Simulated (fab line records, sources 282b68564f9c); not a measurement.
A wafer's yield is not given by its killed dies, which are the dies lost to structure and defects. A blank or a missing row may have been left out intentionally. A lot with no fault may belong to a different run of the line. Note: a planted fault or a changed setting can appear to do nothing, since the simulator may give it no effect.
Which tool is to blame?    flow ritCmos    14 lots with 42 wafers sampled at 5 steps, on a route of 202 steps

WHAT EACH GAUGE READ, for each wafer
No reading from a measuring or inspecting step in the record can be judged against a usual standard deviation.

WHICH TOOL RAN EACH LOT (tool, then ch and the chambers of the sampled wafers, then the start)
lot   RIT_NWELL_STRIP_09                  RIT_PRETRO_HARDBAKE_07           RIT_CONTACT_CVD_00              RIT_CONTACT_ETCH_11               RIT_M1_PROBE_99
L729  plasmaAsher-02 ch 0,1, day 1 22:33  lithoTrack-02 ch 0, day 2 08:37  pecvd-02 ch 0,1, day 3 08:41    rieDiel-02 ch 0,1, day 3 10:31    -
L730  plasmaAsher-03 ch 0,1, day 2 05:01  lithoTrack-01 ch 0, day 2 14:58  pecvd-03 ch 0,2, day 3 16:07    rieDiel-01 ch 0,1, day 3 17:45    -
L731  plasmaAsher-02 ch 0,1, day 2 09:58  lithoTrack-03 ch 0, day 2 21:11  pecvd-04 ch 0,1,2, day 3 19:41  rieDiel-02 ch 0,1, day 3 21:02    prober-01, day 4 02:10
L732  plasmaAsher-01 ch 0,1, day 2 12:28  lithoTrack-02 ch 0, day 2 22:24  pecvd-02 ch 1,2, day 3 21:46    rieDiel-01 ch 0,1,2, day 3 23:08  -
L733  plasmaAsher-01 ch 0,1, day 2 17:26  lithoTrack-02 ch 0, day 3 03:41  pecvd-03 ch 0,1,2, day 4 03:45  rieDiel-01 ch 1,2, day 4 05:08    -
L737  plasmaAsher-02 ch 0,1, day 3 16:47  lithoTrack-03 ch 0, day 4 03:19  pecvd-04 ch 0,1,2, day 5 01:38  rieDiel-01 ch 0,3, day 5 03:22    -
L738  plasmaAsher-01 ch 0,1, day 3 21:24  lithoTrack-03 ch 0, day 4 08:16  pecvd-02 ch 0,1,2, day 5 04:55  rieDiel-02 ch 0,1,3, day 5 06:26  -
L739  plasmaAsher-01 ch 0,1, day 3 23:29  lithoTrack-03 ch 0, day 4 09:49  pecvd-03 ch 0,2, day 5 06:36    rieDiel-01 ch 0,3, day 5 08:07    prober-01, day 5 13:17
L741  plasmaAsher-02 ch 0,1, day 4 10:49  lithoTrack-03 ch 0, day 4 20:37  pecvd-02 ch 1,2, day 5 16:14    rieDiel-03 ch 0,2,3, day 5 17:37  -
L742  plasmaAsher-02 ch 0,1, day 4 15:48  lithoTrack-02 ch 0, day 5 02:27  pecvd-03 ch 0,2, day 6 01:29    rieDiel-01 ch 0,1,3, day 6 03:05  -
L743  plasmaAsher-02 ch 0, day 4 20:33    lithoTrack-03 ch 0, day 5 06:52  pecvd-04 ch 0,1, day 6 03:24    rieDiel-02 ch 0,1, day 6 04:55    prober-01, day 6 10:02
L748  plasmaAsher-03 ch 0,1, day 5 22:26  lithoTrack-03 ch 0, day 6 09:46  pecvd-03 ch 1,2, day 7 06:32    rieDiel-01 ch 0,2,3, day 7 07:56  prober-01, day 7 12:55
L749  plasmaAsher-01 ch 0,1, day 6 02:01  lithoTrack-03 ch 0, day 6 11:55  pecvd-04 ch 0,1, day 7 08:25    rieDiel-02 ch 0,2, day 7 09:48    prober-02, day 7 14:55
L750  plasmaAsher-03 ch 0, day 6 07:53    lithoTrack-01 ch 0, day 6 17:50  pecvd-02 ch 0,2, day 7 15:07    rieDiel-02 ch 0,2, day 7 16:32    prober-01, day 7 21:52
- RIT_NWELL_STRIP_09: strips in O2, time 180 s.
- RIT_PRETRO_HARDBAKE_07: time 120 s.
- RIT_CONTACT_CVD_00: deposits SiO2 from TEOS, target thk 400 nm, time 61 s.
- RIT_CONTACT_ETCH_11: etches SiO2 in CHF3/CF4/Ar, stops on TiSi2, target depth 480 nm, time 320 s.
- RIT_M1_PROBE_99

WHAT THE TOOLS THEMSELVES READ (means of the sampled wafers that have a number; where no wafer has one, the mark that the record gives instead)
RIT_NWELL_STRIP_09. Usual: 6.1 A for drypumpMotorCurrentA, sd 0.45.
lot   tool            drypumpMotorCurrentA (A)  flag
L729  plasmaAsher-02  5.7                       
L730  plasmaAsher-03  6.4                       
L731  plasmaAsher-02  6.1                       
L732  plasmaAsher-01  6.0                       
L733  plasmaAsher-01  6.0                       
L737  plasmaAsher-02  5.7                       
L738  plasmaAsher-01  6.0                       
L739  plasmaAsher-01  6.2                       
L741  plasmaAsher-02  6.1                       
L742  plasmaAsher-02  5.7                       
L743  plasmaAsher-02  5.3                       
L748  plasmaAsher-03  6.4                       
L749  plasmaAsher-01  6.2                       
L750  plasmaAsher-03  6.5                       

RIT_PRETRO_HARDBAKE_07. Usual: exhaustPa 45.0 Pa, standard deviation 0.99; heaterPowerTotalW 52.03 W, standard deviation 0.065; plateTempC 139.98 C, standard deviation 0.12.
lot   tool           exhaustPa (Pa)  heaterPowerTotalW (W)  plateTempC (C)  flag
L729  lithoTrack-02  44.6            52.01                  140.14          
L730  lithoTrack-01  45.5            51.95                  140.01          
L731  lithoTrack-03  43.2            51.99                  139.95          
L732  lithoTrack-02  44.9            52.05                  139.78          
L733  lithoTrack-02  44.5            52.08                  139.93          
L737  lithoTrack-03  44.0            52.11                  140.00          
L738  lithoTrack-03  46.0            52.00                  140.01          
L739  lithoTrack-03  45.8            52.07                  139.89          
L741  lithoTrack-03  45.3            52.04                  140.02          
L742  lithoTrack-02  44.7            52.08                  140.07          
L743  lithoTrack-03  45.0            52.03                  139.88          
L748  lithoTrack-03  44.6            53.80                  143.74          OFF
L749  lithoTrack-03  44.1            53.78                  143.65          OFF
L750  lithoTrack-01  44.8            51.96                  139.79          

RIT_CONTACT_CVD_00. Usual: 316 W for heaterPowerW, sd 61.
lot   tool      heaterPowerW (W)  flag
L729  pecvd-02  285               
L730  pecvd-03  284               
L731  pecvd-04  288               
L732  pecvd-02  382               
L733  pecvd-03  308               
L737  pecvd-04  320               
L738  pecvd-02  321               
L739  pecvd-03  272               
L741  pecvd-02  363               
L742  pecvd-03  268               
L743  pecvd-04  281               
L748  pecvd-03  329               
L749  pecvd-04  301               
L750  pecvd-02  401               

RIT_CONTACT_ETCH_11. Usual: CHF3_flow_sccm 50.01 sccm, standard deviation 0.16; drypumpMotorCurrentA 6.0 A, standard deviation 0.36; oesProductAu 0.991 a.u., standard deviation 0.012; throttleValvePct 8.76 %, standard deviation 0.091.
lot   tool        CHF3_flow_sccm (sccm)  drypumpMotorCurrentA (A)  oesProductAu (a.u.)  throttleValvePct (%)  flag
L729  rieDiel-02  49.86                  6.1                       0.995                8.81                  
L730  rieDiel-01  50.10                  5.8                       0.990                8.79                  
L731  rieDiel-02  50.03                  6.3                       0.998                8.78                  
L732  rieDiel-01  50.01                  5.9                       0.992                8.75                  
L733  rieDiel-01  50.03                  5.7                       1.004                8.70                  
L737  rieDiel-01  50.22                  6.1                       0.983                8.81                  
L738  rieDiel-02  50.04                  6.1                       0.995                8.83                  
L739  rieDiel-01  50.03                  6.0                       0.982                8.75                  
L741  rieDiel-03  49.95                  6.2                       0.984                8.76                  
L742  rieDiel-01  50.05                  5.9                       0.988                8.77                  
L743  rieDiel-02  50.14                  6.0                       0.988                8.79                  
L748  rieDiel-01  50.18                  6.1                       0.989                8.72                  
L749  rieDiel-02  49.98                  5.7                       0.987                8.79                  
L750  rieDiel-02  49.91                  5.7                       0.990                8.77                  

RIT_M1_PROBE_99. Usual: killed_at_M0_to_M3 0.0, standard deviation 0.23; killedAtContacts 0.1, standard deviation 0.34; killedAtFrontEnd 6.9, standard deviation 2.8; killedDies 7.1, standard deviation 2.8; killedOpen 3.4, standard deviation 1.9; killedShort 3.6, standard deviation 1.7.
lot   tool       killed_at_M0_to_M3  killedAtContacts  killedAtFrontEnd  killedDies  killedOpen  killedShort  flag
L731  prober-01  0.0                 0.0               7.0               7.0         4.7         2.3          
L739  prober-01  0.3                 1.0               7.0               8.3         3.3         3.7          
L743  prober-01  0.0                 0.0               4.3               4.3         2.7         1.7          
L748  prober-01  0.0                 0.0               7.0               7.0         3.3         3.7          
L749  prober-02  0.0                 0.0               9.7               9.7         5.0         4.7          
L750  prober-01  0.0                 0.3               7.3               7.7         3.3         4.3          

THE ANSWER, worked out from the rows above alone
Rule: a lot counts as off when the mean over its wafers that have a number is more than 3 standard deviations away from the usual mean. A lot without any number at a reading at which 4 lots or more have one is off too. The other lots that the step has rows for count as sound. The gauges are gone through in route order, then the tools' own readings, and for those a lot's mean is taken as printed above. At the first step where some lot is off, the reading lying furthest off is the one used; lots without a number count as furthest.
Off at RIT_PRETRO_HARDBAKE_07 (plateTempC): L748, L749.
If a tool, at that step or one of the process steps before it, ran each lot that is off and ran no sound lot following the first of them, it fits. One candidate fits, namely lithoTrack-03 at RIT_PRETRO_HARDBAKE_07. A fault onset in the window from L743 (day 5 06:52, its last sound lot) to L748 (day 6 09:46, its first lot off) fits.
The tool's own readings at RIT_PRETRO_HARDBAKE_07 bear it out: on the lots that are off they differ by more than 5 times the standard deviation of the sound lots' means. heaterPowerTotalW reads 53.79 W there against 52.03 W on the sound lots; plateTempC reads 143.69 C there against 139.96 C on the sound lots.

WHAT THE SIMULATOR HAD PUT IN
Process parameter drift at RIT_PRETRO_HARDBAKE_07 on lithoTrack-03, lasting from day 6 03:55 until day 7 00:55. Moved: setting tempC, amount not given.
Shown lots that were struck: L748, L749. The same result came from the rule above.
